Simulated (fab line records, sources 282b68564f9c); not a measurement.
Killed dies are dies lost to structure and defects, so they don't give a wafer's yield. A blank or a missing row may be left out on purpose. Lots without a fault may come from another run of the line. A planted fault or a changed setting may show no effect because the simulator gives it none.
fab line records | flow rit_cmos
record lots=6 wafers=18 last_day=8
route steps=202 shown NLDD@110 PLDD@114 SPACER@125 NSD@131 PSD@142 M1@202
lots that met no fault: from a run of the same line without faults
start_h: hours from the record's first day to the start of the lot's first wafer shown | wait_h: hours since the lot's step before | " the same as in the row above | L1.1+2: a row that stands for several wafers | - no value, or no start given | * or withheld: withheld | < > ~ a bound
route shown NAME@n: a module of which the file shows steps, and the number in the route of the first | usual: mean/standard deviation of fault-free wafers | same: alike in all rows | chamber/n: place in a boat | sites: the reading at each site | _std_site: their standard deviation | _edge_site: outer sites' mean less inner sites' | radius_mm: how far each site lies from the wafer's centre | mask NAME#n: copy n | behind: the tool/chamber that last shaped the wafer | hold: why the lot was held/for how many hours/how that ended | device: the transistor (n, p or np) that didn't switch | end of line: the same wafers' tests at the end of the route | a step without rows: its recipe alone | killed: dies lost to structure and defects at the first sort, not the wafer's yield | map: a wafer's dies, x killed, . not, _ none there
set.NAME: the setting as run; set.NAME@STEP: as run at that earlier step | model.NAME: the simulator's own value behind a step, which no gauge read
lots at some steps of the route; a table a step, a row a wafer
services: from which hour (start_h, from the record's first day; less than 0 if before it) a tool's chamber was out of use, for how many hours, and why
## steps
# step RIT_NLDD_HARDBAKE_07
# recipe resist=NOVOLAK temp_c=140 time_s=60
# step RIT_NLDD_IMPLANT_08
# recipe species=P energy_kev=20 dose_cm2=5e+14 tilt_deg=7
# step RIT_NLDD_STRIP_09
# recipe chemistry=O2 time_s=180 resist=NOVOLAK platen_temp_c=withheld power_w=500 pressure_mtorr=4000 o2_flow_sccm=4000
# usual drypump_motor_current_A=6.0/0.31
# columns lot.wafer tool chamber start_h wait_h drypump_motor_current_A rf_hours_counter_h
L482.2 plasma_asher-04 1 56.56 0.1 6.1 41
L482.5 " 0 " " 6.2 -
L482.6 " 1 " " 6.1 -
L491.1 plasma_asher-03 1 96.30 0.1 6.4 45
L491.2 " 0 " " 5.5 45
L491.4 " 0 " " 5.6 -
L496.2 plasma_asher-01 1 124.95 0.1 5.7 35
L496.4 " 1 " " 5.6 -
L496.6 " 1 " " 5.7 -
L499.2 plasma_asher-04 0 141.19 0.1 6.2 2
L499.4 " 1 " " 6.0 -
L499.6 " 1 " " 6.0 -
L502.1 plasma_asher-04 0 163.34 0.1 6.3 4
L502.3 " 1 " " 6.0 -
L502.6 " 0 " " 6.3 -
L504.1 plasma_asher-03 1 172.19 0.1 6.4 53
L504.5 " 1 " " 6.4 -
L504.6 " 0 " " 5.6 -
# step RIT_NLDD_TW_MEAS_10
# usual NLDD_TW=2480/22
# columns lot.wafer tool chamber start_h wait_h NLDD_TW
L482.2 film_metro-01 - 56.74 0.1 2509
L482.5 " - " " 2495
L482.6 " - " " 2512
L491.1 film_metro-02 - 96.48 0.1 2456
L491.2 " - " " 2444
L491.4 " - " " 2457
L496.2 film_metro-04 - 125.13 0.1 2473
L496.4 " - " " 2492
L496.6 " - " " 2476
L499.2 film_metro-02 - 141.38 0.1 2443
L499.4 " - " " 2441
L499.6 " - " " 2451
L502.1 film_metro-04 - 163.51 0.1 2487
L502.3 " - " " 2487
L502.6 " - " " 2490
L504.1 film_metro-01 - 172.36 0.1 2489
L504.5 " - " " 2483
L504.6 " - " " 2489
# step RIT_PLDD_HMDS_00
# recipe prime_time_s=60 prime_temp_c=140
# step RIT_PLDD_COAT_01
# recipe resist=NOVOLAK spin_rpm=3250 resist_thk_nm=1000
# step RIT_PLDD_SOFTBAKE_02
# recipe resist=NOVOLAK temp_c=90 time_s=60
# step RIT_PLDD_EXPOSE_03
# recipe mask_id=M8 na=0.57 target_cd_nm=40900 dose_mj=250
# step RIT_PLDD_PEB_04
# recipe resist=NOVOLAK temp_c=withheld time_s=withheld
# step RIT_PLDD_DEVELOP_05
# recipe resist=NOVOLAK develop_time_s=50 dev_temp_c=23
# step RIT_PLDD_OVL_MEAS_06
# usual PLDD_OVL=0.6/1.6
# columns lot.wafer tool chamber start_h wait_h PLDD_OVL[nm]
L482.2 overlay-02 - 57.77 - -1.1
L482.5 " - " " -1.6
L482.6 " - " " -0.2
L491.1 overlay-01 - 97.54 - 3.0
L491.2 " - " " -0.1
L491.4 " - " " 1.3
L496.2 overlay-01 - 126.16 - 2.0
L496.4 " - " " 1.9
L496.6 " - " " 1.2
L499.2 overlay-01 - 142.41 - -0.1
L499.4 " - " " 1.4
L499.6 " - " " -0.3
L502.1 overlay-02 - 164.79 - 0.9
L502.3 " - " " -1.4
L502.6 " - " " 1.0
L504.1 overlay-01 - 173.27 - 2.5
L504.5 " - " " 2.1
L504.6 " - " " 1.8
# step RIT_PLDD_HARDBAKE_07
# recipe resist=NOVOLAK temp_c=140 time_s=60
# step RIT_PLDD_IMPLANT_08
# recipe species=BF2 energy_kev=20 dose_cm2=9e+14 tilt_deg=7
# usual dose_ions_cm2=9.002e+14/8.8e+11 end_station_pressure_torr=7.3e-06/3.5e-07 faraday_current_uA=2821/59
# columns lot.wafer tool chamber start_h wait_h dose_ions_cm2 end_station_pressure_torr faraday_current_uA
L482.2 implanter-02 0 57.98 0.1 9.002e+14 7.3e-06 2780
L482.5 " 0 " " 9.01e+14 7.7e-06 2803
L482.6 " 0 " " 9.007e+14 7.5e-06 2884
L491.1 implanter-03 0 97.73 0.1 9.008e+14 6.9e-06 2726
L491.2 " 0 " " 8.991e+14 7e-06 2848
L491.4 " 0 " " 8.989e+14 7.1e-06 2910
L496.2 implanter-03 0 126.37 0.1 1.7103e+15 9.4e-06 5347
L496.4 " 0 " " 1.7108e+15 9.4e-06 5338
L496.6 " 0 " " 1.7102e+15 1.01e-05 5140
L499.2 implanter-03 0 142.61 0.1 1.7095e+15 1.02e-05 5368
L499.4 " 0 " " 1.7102e+15 9.5e-06 5143
L499.6 " 0 " " 1.7099e+15 8.8e-06 5401
L502.1 implanter-01 0 164.97 0.1 9.015e+14 6.9e-06 2955
L502.3 " 0 " " 9.01e+14 6.9e-06 2838
L502.6 " 0 " " 9.02e+14 7e-06 2845
L504.1 implanter-02 0 173.46 0.1 8.999e+14 7.1e-06 2752
L504.5 " 0 " " 9.005e+14 7.2e-06 2861
L504.6 " 0 " " 8.986e+14 7.7e-06 2726
# step RIT_PLDD_STRIP_09
# recipe chemistry=O2 time_s=180 resist=NOVOLAK platen_temp_c=withheld power_w=500 pressure_mtorr=4000 o2_flow_sccm=4000
# usual drypump_motor_current_A=5.9/0.56
# columns lot.wafer tool chamber start_h wait_h drypump_motor_current_A rf_hours_counter_h
L482.2 plasma_asher-03 1 58.10 0.1 6.5 40
L482.5 " 1 " " 6.5 -
L482.6 " 0 " " 5.6 -
L491.1 plasma_asher-03 0 97.88 0.1 5.6 45
L491.2 " 1 " " 6.4 45
L491.4 " 1 " " 6.4 -
L496.2 plasma_asher-02 1 126.49 0.1 4.9 47
L496.4 " 1 " " 4.9 -
L496.6 " 0 " " 6.6 -
L499.2 plasma_asher-01 0 142.74 0.1 6.1 37
L499.4 " 0 " " 6.2 -
L499.6 " 1 " " 5.6 -
L502.1 plasma_asher-03 0 165.12 0.1 5.6 52
L502.3 " 1 " " 6.4 -
L502.6 " 0 " " 5.6 -
L504.1 plasma_asher-02 0 173.61 0.1 6.6 51
L504.5 " 1 " " 4.9 -
L504.6 " 0 " " 6.6 -
# step RIT_PLDD_TW_MEAS_10
# usual PLDD_TW=2338/22
# columns lot.wafer tool chamber start_h wait_h PLDD_TW
L482.2 film_metro-01 - 58.29 0.1 2364
L482.5 " - " " 2353
L482.6 " - " " 2348
L491.1 film_metro-04 - 98.05 0.1 2339
L491.2 " - " " 2345
L491.4 " - " " 2352
L496.2 film_metro-01 - 126.68 0.1 2734
L496.4 " - " " 2741
L496.6 " - " " 2744
L499.2 film_metro-04 - 142.92 0.1 2703
L499.4 " - " " 2701
L499.6 " - " " 2699
L502.1 film_metro-01 - 165.30 0.1 2344
L502.3 " - " " 2356
L502.6 " - " " 2353
L504.1 film_metro-04 - 173.79 0.1 2332
L504.5 " - " " 2334
L504.6 " - " " 2329
# step RIT_SPACER_CLEAN_00
# recipe chemistry=SC1 mix=3:3:50 time_s=600 temp_c=75
# step RIT_SPACER_CLEAN_01
# recipe chemistry=dHF dilution=50:1 time_s=30
# step RIT_SPACER_CLEAN_02
# recipe chemistry=SC2 mix=3:3:50 time_s=600 temp_c=75 dry=n2_spin
# step RIT_SPACER_CVD_03
# recipe material=Si3N4 target_thk_nm=250 temp_c=810 precursor=SiH2Cl2/NH3 time_s=3300 pressure_mtorr=300 sih2cl2_flow_sccm=60 nh3_flow_sccm=150
# step RIT_SPACER_THK_MEAS_04
# recipe reads=Si3N4_of_SPACER_CVD_03
# usual SPACER_NITRIDE_THK=249.6/2.6
# columns lot.wafer tool chamber start_h wait_h SPACER_NITRIDE_THK[nm]
L482.2 film_metro-01 - 60.63 0.0 249.8
L482.5 " - " " 247.4
L482.6 " - " " 249.2
L491.1 film_metro-03 - 100.45 0.0 248.4
L491.2 " - " " 250.2
L491.4 " - " " 252.3
L496.2 film_metro-03 - 129.04 0.0 247.5
L496.4 " - " " 249.0
L496.6 " - " " 248.8
L499.2 film_metro-03 - 147.66 0.0 253.3
L499.4 " - " " 253.4
L499.6 " - " " 254.2
L502.1 film_metro-04 - 168.71 0.0 246.5
L502.3 " - " " 245.2
L502.6 " - " " 245.6
L504.1 film_metro-03 - 176.13 0.0 247.4
L504.5 " - " " 245.0
L504.6 " - " " 245.2
# step RIT_SPACER_ETCHBACK_05
# recipe target_depth_a=2500 SF6_flow_sccm=30 CHF3_flow_sccm=30 target=Si3N4 chemistry=SF6/CHF3 pressure_mtorr=40 rf_w=250 time_s=240 stop_on=SiO2
# usual drypump_motor_current_A=5.7/0.61 oes_product_au=0.840/0.012 rf_fwd_power_W=249.3/0.77 throttle_valve_pct=10.26/0.11
# columns lot.wafer tool chamber start_h wait_h drypump_motor_current_A oes_product_au rf_fwd_power_W rf_hours_counter_h throttle_valve_pct
L482.2 rie_diel-03 0 60.68 0.0 5.1 0.848 249.9 17 10.36
L482.5 " 1 " " 5.0 0.837 248.0 - 10.36
L482.6 " 0 " " 5.1 0.854 250.2 - 10.35
L491.1 rie_diel-03 1 100.51 0.1 5.0 0.838 250.8 46 10.37
L491.2 " 3 " " 6.3 0.833 249.1 7 10.19
L491.4 " 2 " " 4.7 0.832 250.6 120 10.22
L496.2 rie_diel-01 0 129.09 0.0 5.8 0.830 249.7 97 10.36
L496.4 " 2 " " 6.4 0.856 250.0 145 10.16
L496.6 " 3 " " 6.4 0.831 249.1 - 10.09
L499.2 rie_diel-03 0 147.71 0.0 5.1 0.861 249.6 19 10.37
L499.4 " 1 " " 5.0 0.850 249.5 47 10.36
L499.6 " 1 " " 5.0 0.849 249.6 - 10.34
L502.1 rie_diel-02 3 168.77 0.1 6.2 0.835 250.3 7 10.41
L502.3 " 0 " " 5.0 0.815 250.0 66 10.12
L502.6 " 3 " " 6.2 0.827 250.5 - 10.41
L504.1 rie_diel-01 0 176.19 0.1 5.8 0.833 249.7 98 10.37
L504.5 " 3 " " 6.3 0.824 249.9 - 10.08
L504.6 " 0 " " 5.8 0.835 250.3 - 10.35
# step RIT_NSD_HMDS_00
# recipe prime_time_s=60 prime_temp_c=140
# step RIT_NSD_COAT_01
# recipe resist=NOVOLAK spin_rpm=3250 resist_thk_nm=1000
# step RIT_NSD_SOFTBAKE_02
# recipe resist=NOVOLAK temp_c=90 time_s=60
# step RIT_NSD_EXPOSE_03
# recipe mask_id=M9 na=0.57 target_cd_nm=40700 dose_mj=250
# step RIT_NSD_PEB_04
# recipe resist=NOVOLAK temp_c=withheld time_s=withheld
# step RIT_NSD_DEVELOP_05
# recipe resist=NOVOLAK develop_time_s=50 dev_temp_c=23
# step RIT_NSD_OVL_MEAS_06
# usual NSD_OVL=0.1/1.1
# columns lot.wafer tool chamber start_h wait_h NSD_OVL[nm]
L482.2 overlay-02 - 61.81 - 0.5
L482.5 " - " " 0.3
L482.6 " - " " 1.4
L491.1 overlay-01 - 101.95 - 0.1
L491.2 " - " " -0.6
L491.4 " - " " -0.3
L496.2 overlay-02 - 130.09 - 0.5
L496.4 " - " " 0.3
L496.6 " - " " 1.3
L499.2 overlay-01 - 148.84 - 1.1
L499.4 " - " " 0.9
L499.6 " - " " 2.4
L502.1 overlay-01 - 170.13 - 0.2
L502.3 " - " " -1.1
L502.6 " - " " -0.7
L504.1 overlay-01 - 177.19 - 1.6
L504.5 " - " " 0.4
L504.6 " - " " 1.8
# step RIT_NSD_HARDBAKE_07
# recipe resist=NOVOLAK temp_c=140 time_s=60
# step RIT_NSD_IMPLANT_08
# recipe species=P energy_kev=25 dose_cm2=1e+15 tilt_deg=7
# step RIT_NSD_STRIP_09
# recipe chemistry=O2 time_s=180 resist=NOVOLAK platen_temp_c=withheld power_w=500 pressure_mtorr=4000 o2_flow_sccm=4000
# usual drypump_motor_current_A=5.9/0.52
# columns lot.wafer tool chamber start_h wait_h drypump_motor_current_A rf_hours_counter_h
L482.2 plasma_asher-01 1 62.14 0.1 5.6 28
L482.5 " 0 " " 6.2 -
L482.6 " 1 " " 5.7 -
L491.1 plasma_asher-04 0 102.28 0.1 6.2 46
L491.2 " 1 " " 6.0 46
L491.4 " 1 " " 6.0 -
L496.2 plasma_asher-02 1 130.42 0.1 4.9 47
L496.4 " 1 " " 4.9 -
L496.6 " 1 " " 4.9 -
L499.2 plasma_asher-02 1 149.58 0.1 4.8 49
L499.4 " 1 " " 4.9 -
L499.6 " 0 " " 6.6 -
L502.1 plasma_asher-02 0 170.47 0.1 6.6 50
L502.3 " 1 " " 4.9 -
L502.6 " 1 " " 4.9 -
L504.1 plasma_asher-02 0 177.53 0.1 6.6 51
L504.5 " 0 " " 6.6 -
L504.6 " 1 " " 4.8 -
# step RIT_NSD_TW_MEAS_10
# usual NSD_TW=3103/28
# columns lot.wafer tool chamber start_h wait_h NSD_TW
L482.2 film_metro-01 - 62.33 0.1 3131
L482.5 " - " " 3142
L482.6 " - " " 3131
L491.1 film_metro-04 - 102.46 0.1 3096
L491.2 " - " " 3086
L491.4 " - " " 3105
L496.2 film_metro-01 - 130.61 0.1 3131
L496.4 " - " " 3131
L496.6 " - " " 3118
L499.2 film_metro-04 - 149.76 0.1 3102
L499.4 " - " " 3123
L499.6 " - " " 3120
L502.1 film_metro-02 - 170.64 0.1 3052
L502.3 " - " " 3065
L502.6 " - " " 3071
L504.1 film_metro-04 - 177.70 0.1 3096
L504.5 " - " " 3097
L504.6 " - " " 3079
# step RIT_PSD_HMDS_00
# recipe prime_time_s=60 prime_temp_c=140
# step RIT_PSD_COAT_01
# recipe resist=NOVOLAK spin_rpm=3250 resist_thk_nm=1000
# step RIT_PSD_SOFTBAKE_02
# recipe resist=NOVOLAK temp_c=90 time_s=60
# step RIT_PSD_EXPOSE_03
# recipe mask_id=M10 na=0.57 target_cd_nm=40900 dose_mj=250
# step RIT_PSD_PEB_04
# recipe resist=NOVOLAK temp_c=withheld time_s=withheld
# step RIT_PSD_DEVELOP_05
# recipe resist=NOVOLAK develop_time_s=50 dev_temp_c=23
# step RIT_PSD_OVL_MEAS_06
# usual PSD_OVL=-0.3/1.3
# columns lot.wafer tool chamber start_h wait_h PSD_OVL[nm]
L482.2 overlay-01 - 63.36 - -2.3
L482.5 " - " " -1.6
L482.6 " - " " -1.6
L491.1 overlay-01 - 103.54 - -1.1
L491.2 " - " " 0.6
L491.4 " - " " -1.1
L496.2 overlay-01 - 131.52 - 1.5
L496.4 " - " " 2.2
L496.6 " - " " 0.9
L499.2 overlay-02 - 150.67 - 1.0
L499.4 " - " " -0.6
L499.6 " - " " -0.2
L502.1 overlay-01 - 171.60 - -0.6
L502.3 " - " " -1.9
L502.6 " - " " -1.7
L504.1 overlay-02 - 178.76 - -3.1
L504.5 " - " " -2.6
L504.6 " - " " -2.5
# step RIT_PSD_HARDBAKE_07
# recipe resist=NOVOLAK temp_c=140 time_s=60
# step RIT_PSD_IMPLANT_08
# recipe species=BF2 energy_kev=27 dose_cm2=5e+15 tilt_deg=7
# step RIT_PSD_STRIP_09
# recipe chemistry=O2 time_s=180 resist=NOVOLAK platen_temp_c=withheld power_w=500 pressure_mtorr=4000 o2_flow_sccm=4000
# usual drypump_motor_current_A=6.0/0.42
# columns lot.wafer tool chamber start_h wait_h drypump_motor_current_A rf_hours_counter_h
L482.2 plasma_asher-03 1 63.69 0.1 6.4 41
L482.5 " 1 " " 6.4 -
L482.6 " 0 " " 5.6 -
L491.1 plasma_asher-03 1 103.88 0.1 6.5 46
L491.2 " 0 " " 5.6 46
L491.4 " 1 " " 6.5 -
L496.2 plasma_asher-02 0 131.85 0.1 6.6 47
L496.4 " 0 " " 6.6 -
L496.6 " 0 " " 6.6 -
L499.2 plasma_asher-04 1 151.00 0.1 6.0 3
L499.4 " 0 " " 6.2 -
L499.6 " 0 " " 6.2 -
L502.1 plasma_asher-02 0 171.94 0.1 6.6 50
L502.3 " 0 " " 6.6 -
L502.6 " 0 " " 6.6 -
L504.1 plasma_asher-04 0 179.10 0.1 6.2 6
L504.5 " 0 " " 6.3 -
L504.6 " 1 " " 6.0 -
# step RIT_SDANNEAL_RS_MEAS_06
# recipe thk_meas_gauge=four-point-probe
# usual PLDD_RS=178.8/0.48
# columns lot.wafer tool chamber start_h wait_h PLDD_RS[ohm/sq]
L482.2 film_metro-02 - 64.61 0.1 178.7
L482.5 " - " " 178.8
L482.6 " - " " 178.5
L491.1 film_metro-04 - 104.83 0.1 178.4
L491.2 " - " " 178.4
L491.4 " - " " 178.1
L496.2 film_metro-02 - 132.78 0.1 153.4
L496.4 " - " " 153.3
L496.6 " - " " 152.5
L499.2 film_metro-02 - 151.95 0.1 152.8
L499.4 " - " " 152.8
L499.6 " - " " 152.2
L502.1 film_metro-01 - 172.92 0.1 178.7
L502.3 " - " " 178.8
L502.6 " - " " 178.9
L504.1 film_metro-01 - 180.05 0.1 179.0
L504.5 " - " " 179.3
L504.6 " - " " 179.1
# step RIT_M1_PROBE_99
# usual killed_at_contacts=0.1/0.23 killed_at_front_end=6.2/2.8 killed_dies=6.3/2.7 killed_open=3.1/2 killed_short=3.2/1.8
# same gross_dies=264 killed_at_M0_to_M3=0 killed_at_M4_up=0 killed_at_back_side=0 killed_at_other=0
# columns lot.wafer tool chamber start_h wait_h killed_at_contacts killed_at_front_end killed_dies killed_open killed_short model.etest.pmos_turned.r_on_ohm_um model.etest.pmos_0p3.r_on_ohm_um model.etest.pmos_0p15.r_on_ohm_um model.etest.pldd.rs_ohm_sq model.etest.pldd.line_ohm_um model.etest.pmos_turned.drive_ua_um model.etest.pmos_0p15.drive_ua_um model.etest.pmos_0p3.drive_ua_um
L482.2 prober-01 - 71.99 0.1 0 2 2 0 2 3361 6208 2710 492.2 154.2 193.8 258.7 102
L482.5 prober-01 - 72.14 0.2 0 4 4 2 2 3324 6183 2637 499.6 155.1 199.7 269.5 103.8
L482.6 prober-01 - 72.19 0.2 0 6 6 1 5 3358 6240 2687 501.4 155.9 195.2 264.6 102.8
L491.1 prober-01 - 112.10 0.1 0 4 4 2 2 3465 6304 2802 506.4 161.7 188.2 251.8 99.66
L491.2 prober-01 - 112.15 0.1 0 5 5 3 2 3447 6304 2759 501.7 159.3 190.7 255.4 99.74
L491.4 prober-01 - 112.25 0.2 1 5 6 3 3 3413 6325 2758 494.1 158.7 191.4 256.4 100.3
L496.2 prober-02 - 140.12 0.1 0 3 3 1 2 2965 5918 2431 296.7 94.03 232.4 298.6 107.8
L496.4 prober-02 - 140.22 0.2 0 4 4 2 2 2880 5745 2369 301.6 94.34 243.1 308.3 112.8
L496.6 prober-02 - 140.32 0.2 0 1 1 1 0 2920 5843 2370 307.2 98.14 234.4 300.7 109.5
L499.2 prober-02 - 159.24 0.1 0 6 6 4 2 3114 6081 2502 337.5 107.5 214.2 280.3 102.6
L499.4 prober-02 - 159.34 0.2 0 3 3 1 2 3084 5900 2509 340.4 106.3 217.1 279.8 107.5
L499.6 prober-02 - 159.44 0.2 0 3 3 0 3 3132 6039 2544 340.9 106.4 210.5 271.4 103.5
L502.1 prober-01 - 181.40 0.1 0 4 4 2 2 3383 6222 2745 488.5 154.6 196.9 264.7 102.2
L502.3 prober-01 - 181.50 0.2 0 7 7 2 5 3313 6161 2674 482.3 152.3 203.5 271.9 105.3
L502.6 prober-01 - 181.65 0.2 0 9 9 5 4 3407 6251 2746 491.7 157.7 196.2 263.2 103.5
L504.1 prober-02 - 187.95 0.1 1 2 3 1 2 3413 6322 2808 503.8 161 189.4 253 101.3
L504.5 prober-02 - 188.15 0.2 0 4 4 2 2 3435 6280 2822 492.1 156.9 190 253.8 101.6
L504.6 prober-02 - 188.20 0.2 1 6 7 5 2 3453 6157 2776 523.2 166 191.6 259.8 103.8
# killed by level:class
L482.2 GATE:geometric_particle:short=1 SILICIDE:geometric_particle:short=1
L482.5 FOX1:geometric_particle:open=1 FOX1:geometric_particle:short=1 SPACER:geometric_particle:open=1 SPACER:geometric_particle:short=1
L482.6 REOX:geometric_particle:short=3 ACTIVE:geometric_particle:open=1 GATE:geometric_particle:short=1 SILICIDE:geometric_particle:short=1
L491.1 FOX1:geometric_particle:short=1 FOX1:geometric_particle:open=1 GATE:geometric_particle:open=1 GATE:geometric_particle:short=1
L491.2 FOX1:geometric_particle:open=2 FOX1:geometric_particle:short=1 FOX2:geometric_particle:short=1 GATE:geometric_particle:open=1
L491.4 FOX1:geometric_particle:open=2 FOX1:geometric_particle:short=1 GATE:geometric_particle:short=1 REOX:geometric_particle:open=1 CONTACT:geometric_particle:short=1
L496.2 FOX1:geometric_particle:short=1 FOX1:geometric_particle:open=1 GATE:geometric_particle:short=1
L496.4 SILICIDE:geometric_particle:short=2 GATE:geometric_particle:open=1 SILICIDE:geometric_particle:open=1
L496.6 GATE:geometric_particle:open=1
L499.2 SPACER:geometric_particle:open=2 FOX1:geometric_particle:open=1 SPACER:geometric_particle:short=1 SILICIDE:geometric_particle:open=1 SILICIDE:geometric_particle:short=1
L499.4 GATE:geometric_particle:short=2 SILICIDE:geometric_particle:open=1
L499.6 FOX2:geometric_particle:short=1 GATE:geometric_particle:short=1 SILICIDE:geometric_particle:short=1
L502.1 FOX1:geometric_particle:short=1 GATE:geometric_particle:open=1 REOX:geometric_particle:open=1 SPACER:geometric_particle:short=1
L502.3 GATE:geometric_particle:short=2 FOX1:geometric_particle:short=1 FOX2:geometric_particle:open=1 REOX:geometric_particle:open=1 REOX:geometric_particle:short=1 STARTING-WAFER:geometric_particle:short=1
L502.6 GATE:geometric_particle:short=3 FOX2:geometric_particle:open=1 FOX2:geometric_particle:short=1 GATE:geometric_particle:open=1 REOX:geometric_particle:open=1 SPACER:geometric_particle:open=1 SILICIDE:geometric_particle:open=1
L504.1 GATE:geometric_particle:short=1 SPACER:geometric_particle:open=1 CONTACT:geometric_particle:short=1
L504.5 REOX:geometric_particle:short=2 GATE:geometric_particle:open=1 SPACER:geometric_particle:open=1
L504.6 GATE:geometric_particle:open=3 FOX1:geometric_particle:open=1 SILICIDE:geometric_particle:open=1 SILICIDE:geometric_particle:short=1 CONTACT:geometric_particle:short=1
## services
# columns tool chamber start_h hours kind
implanter-03 - 41.04 3.2 pm
plasma_asher-04 - 45.85 1.2 repair
rie_diel-02 - 48.60 0.4 repair
implanter-03 - 59.08 37.7 repair
rie_diel-02 3 97.35 7.3 repair
implanter-02 - 98.24 3.3 pm
implanter-02 - 102.77 3.7 pm
implanter-03 - 106.98 2.0 repair
plasma_asher-04 - 108.75 9.0 pm
plasma_asher-04 0 108.75 9.0 vent_cycle
plasma_asher-04 1 108.75 9.0 vent_cycle
rie_diel-02 3 116.69 4.2 repair
plasma_asher-04 0 117.75 - clean
plasma_asher-04 1 117.75 - clean
rie_diel-02 2 129.56 2.0 repair
implanter-02 - 134.19 20.5 pm
rie_diel-01 2 162.55 - clean
rie_diel-03 - 164.18 4.3 pm
## key
first_sign step=RIT_PLDD_IMPLANT_08 reading=dose_ions_cm2 direction=up sigmas=99+ usual=9.002e+14 struck=1.7102e+15
effect step=RIT_PLDD_IMPLANT_08 reading=faraday_current_uA direction=up sigmas=42 usual=2821 struck=5290
effect step=RIT_PLDD_TW_MEAS_10 reading=PLDD_TW direction=up sigmas=18 usual=2338 struck=2720
effect step=RIT_SDANNEAL_RS_MEAS_06 reading=PLDD_RS direction=down sigmas=54 usual=178.8 struck=152.8
model_effect step=RIT_M1_PROBE_99 value=etest.pmos_turned.r_on_ohm_um without=3382 struck=3016
met_at RIT_PLDD_IMPLANT_08
struck_wafers L496.2,L496.4,L496.6,L499.2,L499.4,L499.6
tester_left_out L496,L499
onset_between 97.73 126.37
fault kind=process_parameter_drift tool=implanter-03 chamber=- onset_h=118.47 steps=RIT_PLDD_IMPLANT_08 channel=dose_cm2 offset=8.1e+14 shape=step end_h=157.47 acts_in=these_recipes_only stated=9e+14
# tester_left_out: of these lots the tester's yield and bins aren't shown, on N5 and GAA mostly nor the transistor test; their killed dies are dies lost to structure and defects alone, not to doping, threshold or leakage, so they don't give the yield
